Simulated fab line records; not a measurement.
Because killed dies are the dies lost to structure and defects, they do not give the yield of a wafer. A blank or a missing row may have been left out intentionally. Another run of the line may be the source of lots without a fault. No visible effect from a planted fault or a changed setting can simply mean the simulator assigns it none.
Which tool did it?	flow rit cmos	route of 202 steps, sampled at 1 step: 7 lots, 21 wafers

WHAT THE GAUGES SHOWED, per wafer
RIT_NWELL_OVL_MEAS_06.
lot	measured	on	NWELL_OVL (nm)
L776	day 2 03:28	overlay-02	0.5 1.8 1.0
L778	day 2 12:21	overlay-02	-1.0 -1.3 -0.9
L780	day 2 23:19	overlay-02	-3.2 -1.6 -0.2
L782	day 3 11:28	overlay-01	-1.7 -1.8 -1.6
L784	day 3 22:05	overlay-01	0.8 1.6 1.5
L790	day 5 02:04	overlay-01	0.5 -0.3 1.8
L796	day 6 08:04	overlay-01	1.0 2.6 0.4

WHAT TOOL EACH LOT RAN ON (gives the tool, then ch and the chambers of the sampled wafers, and finally the start)
No process step before these readings appears in the record.

THE ANSWER, worked out from the rows above alone
Rule: the lots themselves supply what counts as usual. The widest of any qualifying gaps counts: lots, ordered by their means at a reading, are off when they make up no more than a third of the lots, leave a main group of 4 or more, and stand apart from it by 3 or more times the standard deviation of that group's means. Not used: any main group whose means are identical at the precision the tables above print for the reading. Also off: a lot with no number at a reading for which 4 or more lots have one. Any other lot the step has rows for is counted as sound.
No lot is off at any reading shown: from this, nothing can be told.

WHAT WAS PUT IN BY THE SIMULATOR
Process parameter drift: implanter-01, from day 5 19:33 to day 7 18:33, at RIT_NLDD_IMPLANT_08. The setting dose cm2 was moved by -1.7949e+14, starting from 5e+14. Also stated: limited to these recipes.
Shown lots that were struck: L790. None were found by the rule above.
